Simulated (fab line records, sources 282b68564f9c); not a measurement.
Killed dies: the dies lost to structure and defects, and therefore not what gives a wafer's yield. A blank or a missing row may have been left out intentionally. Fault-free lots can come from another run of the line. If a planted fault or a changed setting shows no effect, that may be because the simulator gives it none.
fab line records -- flow ritCmos
[record] lots = 7, wafers = 21, lastDay = 7
route steps=202 shown WELLDRIVE@50 NWELL@51 PWELL@52 NRETRO@53 PRETRO@64 GATE@75 FOX2@80 M1@202
lots that met no fault: taken from a fault-free run of the same line
startH: the number of hours between the record's first day and the start of the first shown wafer of the lot -- waitH: time in hours since the lot's previous step -- " repeats the value in the row above -- L1.1+2: one row covering several wafers at once -- - either no value or no given start -- * or withheld: withheld -- < > ~ a bound
route shown NAME@n: NAME is a module with steps in the file, n the number in the route of the first one -- usual: mean and standard deviation over wafers with no fault -- same: alike in all rows -- chamber/n: place in a boat -- sites: each site's reading -- _std_site: the values' standard deviation -- _edge_site: the outer-site mean with the inner-site mean subtracted -- radiusMm: for every site, how far away it sits from the centre of the wafer -- mask NAME#n: copy n -- behind: the last tool/chamber to shape the wafer -- hold: why the lot was held/for how many hours/how that ended -- device: transistor that didn't switch, given as n, p or np -- end of line: tests run on the same wafers once the route is complete -- a step with no rows: only its recipe -- killed: count of dies lost to structure and defects at first sort (not the wafer's yield) -- map: dies across one wafer; x = killed, . = not, _ = none there
set.NAME: the setting as run; set.NAME@STEP: as run at that earlier step -- model.NAME: the simulator's own value behind a step, which no gauge read
lots seen at some steps along the route; tables by step, rows by wafer
services: the hour from which a tool's chamber was out of use, counted from the record's first day as startH (under 0 if before that day), plus the number of hours and why
[[steps]]
[step RIT_WELLDRIVE_ANNEAL_00]
[recipe] tempC = 1100, timeS = 14700, ambient = N2
[step RIT_WELLDRIVE_RS_MEAS_01]
[recipe] thkMeasGauge = four-point-probe
[usual] NWELL_RS = 275.3/0.64
lot.wafer,tool,chamber,startH,waitH,NWELL_RS[ohm/sq]
L128.2,filmMetro-02,-,44.35,0.0,275.4
L128.4,filmMetro-02,-,44.35,0.0,276.2
L128.5,filmMetro-02,-,44.35,0.0,276.2
L132.1,filmMetro-04,-,63.41,0.0,274.3
L132.2,filmMetro-04,-,63.41,0.0,274.3
L132.3,filmMetro-04,-,63.41,0.0,274.8
L136.1,filmMetro-03,-,84.22,0.0,275.4
L136.2,filmMetro-03,-,84.22,0.0,274.7
L136.6,filmMetro-03,-,84.22,0.0,275.1
L138.4,filmMetro-02,-,93.68,0.1,274.5
L138.5,filmMetro-02,-,93.68,0.1,275.4
L138.6,filmMetro-02,-,93.68,0.1,275.0
L139.2,filmMetro-02,-,100.78,0.0,275.6
L139.4,filmMetro-02,-,100.78,0.0,275.6
L139.5,filmMetro-02,-,100.78,0.0,275.5
L142.2,filmMetro-04,-,114.60,0.0,275.8
L142.4,filmMetro-04,-,114.60,0.0,275.5
L142.5,filmMetro-04,-,114.60,0.0,276.1
L147.1,filmMetro-04,-,139.22,0.0,275.7
L147.2,filmMetro-04,-,139.22,0.0,276.0
L147.3,filmMetro-04,-,139.22,0.0,276.1
[step RIT_WELLDRIVE_RS_MEAS_02]
[recipe] thkMeasGauge = four-point-probe
[usual] PWELL_RS = 429.4/1.3
lot.wafer,tool,chamber,startH,waitH,PWELL_RS[ohm/sq]
L128.2,filmMetro-02,-,44.47,0.1,429.4
L128.4,filmMetro-02,-,44.47,0.1,429.3
L128.5,filmMetro-02,-,44.47,0.1,427.0
L132.1,filmMetro-04,-,63.53,0.1,429.0
L132.2,filmMetro-04,-,63.53,0.1,428.0
L132.3,filmMetro-04,-,63.53,0.1,429.0
L136.1,filmMetro-03,-,84.34,0.1,429.3
L136.2,filmMetro-03,-,84.34,0.1,428.8
L136.6,filmMetro-03,-,84.34,0.1,430.2
L138.4,filmMetro-02,-,93.80,0.1,429.3
L138.5,filmMetro-02,-,93.80,0.1,429.4
L138.6,filmMetro-02,-,93.80,0.1,429.4
L139.2,filmMetro-02,-,100.90,0.1,431.8
L139.4,filmMetro-02,-,100.90,0.1,430.4
L139.5,filmMetro-02,-,100.90,0.1,432.2
L142.2,filmMetro-04,-,114.72,0.1,429.0
L142.4,filmMetro-04,-,114.72,0.1,429.8
L142.5,filmMetro-04,-,114.72,0.1,429.8
L147.1,filmMetro-04,-,139.34,0.1,427.2
L147.2,filmMetro-04,-,139.34,0.1,428.4
L147.3,filmMetro-04,-,139.34,0.1,427.9
[step RIT_NRETRO_HMDS_00]
[recipe] primeTimeS = 60, primeTempC = 140
[step RIT_NRETRO_COAT_01]
[recipe] resist = NOVOLAK, spinRpm = 2000, resistThkNm = 1300
[step RIT_NRETRO_SOFTBAKE_02]
[recipe] resist = NOVOLAK, tempC = 90, timeS = 60
[step RIT_NRETRO_EXPOSE_03]
[recipe] maskId = M4, na = 0.57, targetCdNm = 43900, doseMj = 250
[step RIT_NRETRO_PEB_04]
[recipe] resist = NOVOLAK, tempC = withheld, timeS = withheld
[step RIT_NRETRO_DEVELOP_05]
[recipe] resist = NOVOLAK, developTimeS = 68, devTempC = 23
[step RIT_NRETRO_OVL_MEAS_06]
[usual] NRETRO_OVL = -0.1/1.4
lot.wafer,tool,chamber,startH,waitH,NRETRO_OVL[nm]
L128.2,overlay-01,-,45.47,-,1.6
L128.4,overlay-01,-,45.47,-,0.6
L128.5,overlay-01,-,45.47,-,1.5
L132.1,overlay-01,-,64.76,-,0.5
L132.2,overlay-01,-,64.76,-,0.5
L132.3,overlay-01,-,64.76,-,0.9
L136.1,overlay-01,-,85.34,-,0.4
L136.2,overlay-01,-,85.34,-,0.1
L136.6,overlay-01,-,85.34,-,0.5
L138.4,overlay-01,-,94.76,-,-0.2
L138.5,overlay-01,-,94.76,-,-3.4
L138.6,overlay-01,-,94.76,-,-0.4
L139.2,overlay-02,-,102.02,-,1.3
L139.4,overlay-02,-,102.02,-,-0.2
L139.5,overlay-02,-,102.02,-,-2.1
L142.2,overlay-01,-,115.83,-,1.0
L142.4,overlay-01,-,115.83,-,-0.1
L142.5,overlay-01,-,115.83,-,0.2
L147.1,overlay-02,-,140.46,-,0.3
L147.2,overlay-02,-,140.46,-,1.3
L147.3,overlay-02,-,140.46,-,1.3
[step RIT_NRETRO_HARDBAKE_07]
[recipe] resist = NOVOLAK, tempC = 140, timeS = 120
[step RIT_NRETRO_IMPLANT_08]
[recipe] species = P, energyKev = 70, doseCm2 = 1e+13, tiltDeg = 7
[step RIT_NRETRO_STRIP_09]
[recipe] chemistry = O2, timeS = 180, resist = NOVOLAK, platenTempC = withheld, powerW = 500, pressureMtorr = 4000, o2FlowSccm = 4000
[usual] drypumpMotorCurrentA = 6.0/0.42
lot.wafer,tool,chamber,startH,waitH,drypumpMotorCurrentA,rfHoursCounterH
L128.2,plasmaAsher-04,0,45.90,0.1,6.2,39
L128.4,plasmaAsher-04,0,45.90,0.1,6.2,-
L128.5,plasmaAsher-04,0,45.90,0.1,6.2,-
L132.1,plasmaAsher-02,0,65.19,0.1,6.4,42
L132.2,plasmaAsher-02,1,65.19,0.1,5.9,42
L132.3,plasmaAsher-02,0,65.19,0.1,6.3,-
L136.1,plasmaAsher-02,0,85.77,0.1,6.3,45
L136.2,plasmaAsher-02,1,85.77,0.1,5.9,45
L136.6,plasmaAsher-02,1,85.77,0.1,5.9,-
L138.4,plasmaAsher-02,1,95.24,0.1,6.0,-
L138.5,plasmaAsher-02,0,95.24,0.1,6.3,-
L138.6,plasmaAsher-02,1,95.24,0.1,6.0,-
L139.2,plasmaAsher-02,1,102.45,0.1,6.0,47
L139.4,plasmaAsher-02,0,102.45,0.1,6.4,-
L139.5,plasmaAsher-02,1,102.45,0.1,5.9,-
L142.2,plasmaAsher-01,0,116.26,0.1,5.0,49
L142.4,plasmaAsher-01,1,116.26,0.1,6.2,-
L142.5,plasmaAsher-01,0,116.26,0.1,5.0,-
L147.1,plasmaAsher-04,0,140.89,0.1,6.2,2
L147.2,plasmaAsher-04,1,140.89,0.1,5.5,2
L147.3,plasmaAsher-04,0,140.89,0.1,6.2,-
[step RIT_NRETRO_TW_MEAS_10]
[usual] NRETRO_TW = 1056/11
lot.wafer,tool,chamber,startH,waitH,NRETRO_TW
L128.2,filmMetro-03,-,46.08,0.1,1064
L128.4,filmMetro-03,-,46.08,0.1,1072
L128.5,filmMetro-03,-,46.08,0.1,1069
L132.1,filmMetro-03,-,65.37,0.1,1060
L132.2,filmMetro-03,-,65.37,0.1,1065
L132.3,filmMetro-03,-,65.37,0.1,1069
L136.1,filmMetro-03,-,85.95,0.1,1066
L136.2,filmMetro-03,-,85.95,0.1,1062
L136.6,filmMetro-03,-,85.95,0.1,1059
L138.4,filmMetro-01,-,95.39,0.1,1058
L138.5,filmMetro-01,-,95.39,0.1,1051
L138.6,filmMetro-01,-,95.39,0.1,1050
L139.2,filmMetro-03,-,102.63,0.1,1071
L139.4,filmMetro-03,-,102.63,0.1,1068
L139.5,filmMetro-03,-,102.63,0.1,1072
L142.2,filmMetro-04,-,116.44,0.1,1057
L142.4,filmMetro-04,-,116.44,0.1,1055
L142.5,filmMetro-04,-,116.44,0.1,1058
L147.1,filmMetro-03,-,141.07,0.1,1067
L147.2,filmMetro-03,-,141.07,0.1,1056
L147.3,filmMetro-03,-,141.07,0.1,1067
[step RIT_PRETRO_HMDS_00]
[recipe] primeTimeS = 60, primeTempC = 140
[step RIT_PRETRO_COAT_01]
[recipe] resist = NOVOLAK, spinRpm = 2000, resistThkNm = 1300
[step RIT_PRETRO_SOFTBAKE_02]
[recipe] resist = NOVOLAK, tempC = 90, timeS = 60
[step RIT_PRETRO_EXPOSE_03]
[recipe] maskId = M5, na = 0.57, targetCdNm = 43700, doseMj = 250
[step RIT_PRETRO_PEB_04]
[recipe] resist = NOVOLAK, tempC = withheld, timeS = withheld
[step RIT_PRETRO_DEVELOP_05]
[recipe] resist = NOVOLAK, developTimeS = 68, devTempC = 23
[step RIT_PRETRO_OVL_MEAS_06]
[usual] PRETRO_OVL = 0.2/1.1
lot.wafer,tool,chamber,startH,waitH,PRETRO_OVL[nm]
L128.2,overlay-02,-,47.05,-,2.7
L128.4,overlay-02,-,47.05,-,1.3
L128.5,overlay-02,-,47.05,-,1.5
L132.1,overlay-01,-,66.36,-,0.3
L132.2,overlay-01,-,66.36,-,-0.5
L132.3,overlay-01,-,66.36,-,0.7
L136.1,overlay-02,-,86.89,-,-0.4
L136.2,overlay-02,-,86.89,-,-1.1
L136.6,overlay-02,-,86.89,-,-0.3
L138.4,overlay-01,-,96.44,-,-0.3
L138.5,overlay-01,-,96.44,-,-0.5
L138.6,overlay-01,-,96.44,-,0.2
L139.2,overlay-01,-,103.69,-,1.3
L139.4,overlay-01,-,103.69,-,1.2
L139.5,overlay-01,-,103.69,-,-0.4
L142.2,overlay-02,-,117.38,-,2.1
L142.4,overlay-02,-,117.38,-,1.3
L142.5,overlay-02,-,117.38,-,1.0
L147.1,overlay-01,-,142.13,-,-1.1
L147.2,overlay-01,-,142.13,-,0.5
L147.3,overlay-01,-,142.13,-,0.3
[step RIT_PRETRO_HARDBAKE_07]
[recipe] resist = NOVOLAK, tempC = 140, timeS = 120
[step RIT_PRETRO_IMPLANT_08]
[recipe] species = B, energyKev = 45, doseCm2 = 1.2e+13, tiltDeg = 7
[step RIT_PRETRO_STRIP_09]
[recipe] chemistry = O2, timeS = 180, resist = NOVOLAK, platenTempC = withheld, powerW = 500, pressureMtorr = 4000, o2FlowSccm = 4000
[usual] drypumpMotorCurrentA = 5.8/0.47
lot.wafer,tool,chamber,startH,waitH,drypumpMotorCurrentA,rfHoursCounterH
L128.2,plasmaAsher-01,1,47.48,0.1,6.3,41
L128.4,plasmaAsher-01,1,47.48,0.1,6.2,-
L128.5,plasmaAsher-01,0,47.48,0.1,5.0,-
L132.1,plasmaAsher-03,1,66.79,0.1,5.8,27
L132.2,plasmaAsher-03,0,66.79,0.1,5.9,27
L132.3,plasmaAsher-03,0,66.79,0.1,5.9,-
L136.1,plasmaAsher-01,1,87.33,0.1,6.2,45
L136.2,plasmaAsher-01,0,87.33,0.1,5.1,45
L136.6,plasmaAsher-01,1,87.33,0.1,6.2,-
L138.4,plasmaAsher-02,0,97.12,0.1,6.3,-
L138.5,plasmaAsher-02,0,97.12,0.1,6.3,-
L138.6,plasmaAsher-02,1,97.12,0.1,5.9,-
L139.2,plasmaAsher-03,0,104.12,0.1,5.9,31
L139.4,plasmaAsher-03,0,104.12,0.1,5.9,-
L139.5,plasmaAsher-03,1,104.12,0.1,5.8,-
L142.2,plasmaAsher-01,1,117.81,0.1,6.3,49
L142.4,plasmaAsher-01,0,117.81,0.1,5.0,-
L142.5,plasmaAsher-01,0,117.81,0.1,5.1,-
L147.1,plasmaAsher-01,1,142.57,0.1,6.2,52
L147.2,plasmaAsher-01,0,142.57,0.1,5.0,52
L147.3,plasmaAsher-01,1,142.57,0.1,6.2,-
[step RIT_PRETRO_TW_MEAS_10]
[usual] PRETRO_TW = 472/3.4
lot.wafer,tool,chamber,startH,waitH,PRETRO_TW
L128.2,filmMetro-01,-,47.66,0.1,472
L128.4,filmMetro-01,-,47.66,0.1,467
L128.5,filmMetro-01,-,47.66,0.1,470
L132.1,filmMetro-02,-,66.97,0.1,471
L132.2,filmMetro-02,-,66.97,0.1,468
L132.3,filmMetro-02,-,66.97,0.1,470
L136.1,filmMetro-02,-,87.50,0.1,470
L136.2,filmMetro-02,-,87.50,0.1,469
L136.6,filmMetro-02,-,87.50,0.1,471
L138.4,filmMetro-02,-,97.26,0.1,469
L138.5,filmMetro-02,-,97.26,0.1,473
L138.6,filmMetro-02,-,97.26,0.1,470
L139.2,filmMetro-02,-,104.31,0.1,469
L139.4,filmMetro-02,-,104.31,0.1,471
L139.5,filmMetro-02,-,104.31,0.1,471
L142.2,filmMetro-01,-,118.00,0.1,472
L142.4,filmMetro-01,-,118.00,0.1,471
L142.5,filmMetro-01,-,118.00,0.1,471
L147.1,filmMetro-02,-,142.74,0.1,471
L147.2,filmMetro-02,-,142.74,0.1,474
L147.3,filmMetro-02,-,142.74,0.1,474
[step RIT_GATE_WET_ETCH_00]
[recipe] chemistry = BOE, target = SiO2, targetDepthNm = 56, timeS = 60, dry = n2Spin, dilution = 10:1, tempC = 21.5
[step RIT_GATE_CLEAN_01]
[recipe] chemistry = SC1, mix = 3:3:50, timeS = 600, tempC = 75
[step RIT_GATE_CLEAN_02]
[recipe] chemistry = dHF, dilution = 50:1, timeS = 30
[step RIT_GATE_CLEAN_03]
[recipe] chemistry = SC2, mix = 3:3:50, timeS = 600, tempC = 75, dry = n2Spin
[step RIT_GATE_CLEAN_04]
[recipe] chemistry = dHF, dilution = 50:1, timeS = 60, dry = n2Spin
[step RIT_FOX2_THK_MEAS_91]
[recipe] reads = SiO2_of_FOX2_OXIDATION_00
[usual] FIELD_OXIDE_LEFT_2_THK = 255/7.3
lot.wafer,tool,chamber,startH,waitH,FIELD_OXIDE_LEFT_2_THK[nm]
L128.2,filmMetro-02,-,48.17,0.0,260
L128.4,filmMetro-02,-,48.17,0.0,266
L128.5,filmMetro-02,-,48.17,0.0,269
L132.1,filmMetro-03,-,67.45,0.0,262
L132.2,filmMetro-03,-,67.45,0.0,263
L132.3,filmMetro-03,-,67.45,0.0,269
L136.1,filmMetro-01,-,88.01,0.0,251
L136.2,filmMetro-01,-,88.01,0.0,254
L136.6,filmMetro-01,-,88.01,0.0,254
L138.4,filmMetro-01,-,97.77,0.0,254
L138.5,filmMetro-01,-,97.77,0.0,251
L138.6,filmMetro-01,-,97.77,0.0,256
L139.2,filmMetro-02,-,104.80,0.0,251
L139.4,filmMetro-02,-,104.80,0.0,249
L139.5,filmMetro-02,-,104.80,0.0,248
L142.2,filmMetro-03,-,118.48,0.0,253
L142.4,filmMetro-03,-,118.48,0.0,256
L142.5,filmMetro-03,-,118.48,0.0,253
L147.1,filmMetro-02,-,143.22,0.0,264
L147.2,filmMetro-02,-,143.22,0.0,267
L147.3,filmMetro-02,-,143.22,0.0,264
[step RIT_GATE_OXIDATION_05]
[recipe] tempC = 900, ambient = O2, targetThkA = 30, oxTimeS = 270
[step RIT_GATE_ANNEAL_06]
[recipe] tempC = 900, timeS = 600, ambient = N2O
[step RIT_GATE_THK_MEAS_07]
[recipe] reads = SiO2_of_GATE_OXIDATION_05
[usual] GATE_OXIDE_THK = 3.02/0.07
lot.wafer,tool,chamber,startH,waitH,GATE_OXIDE_THK[nm]
L128.2,filmMetro-02,-,50.40,0.0,3.06
L128.4,filmMetro-02,-,50.40,0.0,3.03
L128.5,filmMetro-02,-,50.40,0.0,3.06
L132.1,filmMetro-01,-,69.86,0.0,2.95
L132.2,filmMetro-01,-,69.86,0.0,2.96
L132.3,filmMetro-01,-,69.86,0.0,3.01
L136.1,filmMetro-03,-,89.46,0.0,3.08
L136.2,filmMetro-03,-,89.46,0.0,3.10
L136.6,filmMetro-03,-,89.46,0.0,2.98
L138.4,filmMetro-03,-,100.89,0.0,2.91
L138.5,filmMetro-03,-,100.89,0.0,2.92
L138.6,filmMetro-03,-,100.89,0.0,2.93
L139.2,filmMetro-02,-,108.19,0.0,3.06
L139.4,filmMetro-02,-,108.19,0.0,3.04
L139.5,filmMetro-02,-,108.19,0.0,3.06
L142.2,filmMetro-01,-,120.07,0.0,3.18
L142.4,filmMetro-01,-,120.07,0.0,3.08
L142.5,filmMetro-01,-,120.07,0.0,3.14
L147.1,filmMetro-03,-,147.40,0.0,3.01
L147.2,filmMetro-03,-,147.40,0.0,3.00
L147.3,filmMetro-03,-,147.40,0.0,3.00
[step RIT_GATE_CVD_08]
[recipe] material = poly-Si, targetThkNm = 250, tempC = 610, precursor = SiH4, timeS = 2220, pressureMtorr = 300, sih4FlowSccm = 100
[step RIT_GATE_THK_MEAS_09]
[recipe] reads = poly-Si_of_GATE_CVD_08
[usual] GATE_POLY_THK = 249.4/2.6
lot.wafer,tool,chamber,startH,waitH,GATE_POLY_THK[nm]
L128.2,filmMetro-01,-,52.08,0.0,245.9
L128.4,filmMetro-01,-,52.08,0.0,246.1
L128.5,filmMetro-01,-,52.08,0.0,245.9
L132.1,filmMetro-01,-,71.53,0.0,248.9
L132.2,filmMetro-01,-,71.53,0.0,251.8
L132.3,filmMetro-01,-,71.53,0.0,248.2
L136.1,filmMetro-02,-,91.14,0.0,246.2
L136.2,filmMetro-02,-,91.14,0.0,246.5
L136.6,filmMetro-02,-,91.14,0.0,247.5
L138.4,filmMetro-01,-,102.97,0.0,246.9
L138.5,filmMetro-01,-,102.97,0.0,245.9
L138.6,filmMetro-01,-,102.97,0.0,245.6
L139.2,filmMetro-01,-,109.87,0.0,253.0
L139.4,filmMetro-01,-,109.87,0.0,254.8
L139.5,filmMetro-01,-,109.87,0.0,255.2
L142.2,filmMetro-02,-,121.75,0.0,247.4
L142.4,filmMetro-02,-,121.75,0.0,246.4
L142.5,filmMetro-02,-,121.75,0.0,246.7
L147.1,filmMetro-02,-,149.08,0.0,249.8
L147.2,filmMetro-02,-,149.08,0.0,249.3
L147.3,filmMetro-02,-,149.08,0.0,249.3
[step RIT_GATE_HMDS_10]
[recipe] primeTimeS = 60, primeTempC = 140
[step RIT_GATE_COAT_11]
[recipe] resist = NOVOLAK, spinRpm = 4250, resistThkNm = 850
[step RIT_GATE_SOFTBAKE_12]
[recipe] resist = NOVOLAK, tempC = 90, timeS = 60
[step RIT_GATE_EXPOSE_13]
[recipe] maskId = M6, na = 0.6, sourceShape = conventional, sigmaOuter = 0.6, targetCdNm = 150, doseMj = 380
[step RIT_GATE_PEB_14]
[recipe] resist = NOVOLAK, tempC = withheld, timeS = withheld
[step RIT_GATE_DEVELOP_15]
[recipe] resist = NOVOLAK, developTimeS = 50, devTempC = 23
[step RIT_M1_PROBE_99]
[usual] killedAtContacts = 0.1/0.24, killedAtFrontEnd = 7/3.2, killedDies = 7/3.2, killedOpen = 3.6/2.1, killedShort = 3.5/2
[same] grossDies = 264, killed_at_M0_to_M3 = 0, killed_at_M4_up = 0, killedAtBackSide = 0, killedAtOther = 0
lot.wafer,tool,chamber,startH,waitH,killedAtContacts,killedAtFrontEnd,killedDies,killedOpen,killedShort
L128.2,prober-01,-,74.21,0.1,0,12,12,6,6
L128.4,prober-01,-,74.31,0.2,0,4,4,4,0
L128.5,prober-01,-,74.36,0.2,0,6,6,3,3
L132.1,prober-01,-,92.62,0.1,0,9,9,3,6
L132.2,prober-01,-,92.67,0.1,0,10,10,5,5
L132.3,prober-01,-,92.72,0.2,0,6,6,2,4
L136.1,prober-01,-,112.94,0.1,0,6,6,1,5
L136.2,prober-01,-,112.99,0.1,0,43,43,4,4
L136.6,prober-01,-,113.19,0.2,1,45,46,5,6
L138.4,prober-01,-,125.23,0.2,0,48,48,9,1
L138.5,prober-01,-,125.28,0.2,0,9,9,4,5
L138.6,prober-01,-,125.33,0.2,0,41,41,0,3
L139.2,prober-02,-,131.83,0.1,0,49,49,5,5
L139.4,prober-02,-,131.93,0.2,0,5,5,4,1
L139.5,prober-02,-,131.98,0.2,0,46,46,2,4
L142.2,prober-01,-,143.96,0.1,0,7,7,2,5
L142.4,prober-01,-,144.06,0.2,0,8,8,6,2
L142.5,prober-01,-,144.11,0.2,0,7,7,2,5
// killed by level:class
L128.2 GATE:geometricParticle:open=3 GATE:geometricParticle:short=2 FOX1:geometricParticle:short=1 FOX2:geometricParticle:open=1 FOX2:geometricParticle:short=1 REOX:geometricParticle:open=1 SPACER:geometricParticle:short=1 SPACER:geometricParticle:open=1
L128.4 FOX1:geometricParticle:open=1 GATE:geometricParticle:open=1 REOX:geometricParticle:open=1 SILICIDE:geometricParticle:open=1
L128.5 GATE:geometricParticle:open=2 FOX2:geometricParticle:short=1 GATE:geometricParticle:short=1 REOX:geometricParticle:short=1 SPACER:geometricParticle:open=1
L132.1 GATE:geometricParticle:open=3 GATE:geometricParticle:short=3 REOX:geometricParticle:short=2 SILICIDE:geometricParticle:short=1
L132.2 GATE:geometricParticle:open=3 GATE:geometricParticle:short=2 FOX2:geometricParticle:short=1 REOX:geometricParticle:open=1 SPACER:geometricParticle:open=1 SPACER:geometricParticle:short=1 SILICIDE:geometricParticle:short=1
L132.3 FOX2:geometricParticle:short=1 FOX2:geometricParticle:open=1 GATE:geometricParticle:short=1 GATE:geometricParticle:open=1 REOX:geometricParticle:short=1 SILICIDE:geometricParticle:short=1
L136.1 SPACER:geometricParticle:short=3 GATE:geometricParticle:short=2 GATE:geometricParticle:open=1
L136.2 NRETRO:unspecified=35 GATE:geometricParticle:short=2 REOX:geometricParticle:open=2 SPACER:geometricParticle:open=2 SPACER:geometricParticle:short=1 SILICIDE:geometricParticle:short=1
L136.6 NRETRO:unspecified=35 GATE:geometricParticle:short=3 GATE:geometricParticle:open=2 SILICIDE:geometricParticle:open=2 FOX2:geometricParticle:short=1 SPACER:geometricParticle:short=1 SPACER:geometricParticle:open=1 CONTACT:geometricParticle:short=1
L138.4 NRETRO:unspecified=38 GATE:geometricParticle:open=4 FOX2:geometricParticle:open=2 SILICIDE:geometricParticle:open=2 FOX1:geometricParticle:open=1 GATE:geometricParticle:short=1
L138.5 GATE:geometricParticle:short=2 FOX1:geometricParticle:open=1 FOX2:geometricParticle:short=1 REOX:geometricParticle:open=1 SPACER:geometricParticle:short=1 SILICIDE:geometricParticle:open=1 SILICIDE:geometricParticle:short=1 STARTING-WAFER:geometricParticle:open=1
L138.6 NRETRO:unspecified=38 GATE:geometricParticle:short=3
L139.2 NRETRO:unspecified=39 GATE:geometricParticle:short=3 REOX:geometricParticle:open=2 ACTIVE:geometricParticle:short=1 FOX2:geometricParticle:open=1 GATE:geometricParticle:open=1 REOX:geometricParticle:short=1 SILICIDE:geometricParticle:open=1
L139.4 SPACER:geometricParticle:open=2 FOX1:geometricParticle:open=1 REOX:geometricParticle:open=1 SPACER:geometricParticle:short=1
L139.5 NRETRO:unspecified=40 GATE:geometricParticle:short=2 FOX1:geometricParticle:open=1 FOX2:geometricParticle:short=1 GATE:geometricParticle:open=1 SPACER:geometricParticle:short=1
L142.2 GATE:geometricParticle:short=3 FOX1:geometricParticle:open=1 FOX1:geometricParticle:short=1 FOX2:geometricParticle:short=1 GATE:geometricParticle:open=1
L142.4 REOX:geometricParticle:open=2 REOX:geometricParticle:short=2 FOX1:geometricParticle:open=1 FOX2:geometricParticle:open=1 GATE:geometricParticle:open=1 SPACER:geometricParticle:open=1
L142.5 GATE:geometricParticle:short=3 FOX1:geometricParticle:open=2 SPACER:geometricParticle:short=2
// map L136.6 (x killed, . not)
________...x..._______
_____.............____
____...............___
___.x..x............__
__....x.............._
__..x..x............._
_...xxxxxx............
_..xxxxxxxxx...x......
_...xxxxxx............
_.xxxxxxxx............
__.x.xx.x........x..._
__...........x......._
___.................__
____x..x...........___
_____.....x.......____
________.....x._______
// map L138.4 (x killed, . not)
________......._______
_____.............____
____...............___
___.x...............__
__............x...x.._
__.x.xxx......x..x..._
_...xxxxxx............
_..xxxxxxxx...........
_..xxxxxxxx......xx...
_...xxxxxxx.........x.
__.x.xxxx............_
__.....x............._
___.................__
____...............___
_____.............____
________.....x._______
[[services]]
tool,chamber,startH,hours,kind
plasmaAsher-03,-,27.07,0.7,repair
plasmaAsher-02,-,33.44,0.7,repair
plasmaAsher-04,-,108.75,9.0,pm
plasmaAsher-04,0,108.75,9.0,ventCycle
plasmaAsher-04,1,108.75,9.0,ventCycle
plasmaAsher-03,-,109.64,4.5,repair
plasmaAsher-04,0,117.75,-,clean
plasmaAsher-04,1,117.75,-,clean
plasmaAsher-04,-,135.38,1.3,repair
plasmaAsher-04,-,138.57,1.2,repair
[[key]]
[firstSign] step = RIT_M1_PROBE_99, reading = killedDies, direction = up, sigmas = 12, usual = 7, struck = 46
[effect] step = RIT_M1_PROBE_99, reading = killedAtFrontEnd, direction = up, sigmas = 12, usual = 7, struck = 45
metAt RIT_NRETRO_STRIP_09
struckWafers L136.2,L136.6,L138.4,L138.6,L139.2,L139.5
testerLeftOut L136,L138,L139
onsetBetween 65.19 85.77
[fault] kind = chamberParticleSource, tool = plasmaAsher-02, chamber = 1, onsetH = 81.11, steps = RIT_NRETRO_STRIP_09, ratePerVisitCm2 = 1.3224, endH = 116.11
// testerLeftOut: of these lots the tester's yield and bins aren't shown, on N5 and GAA mostly nor the transistor test; their killed dies are dies lost to structure and defects alone, not to doping, threshold or leakage, so they don't give the yield
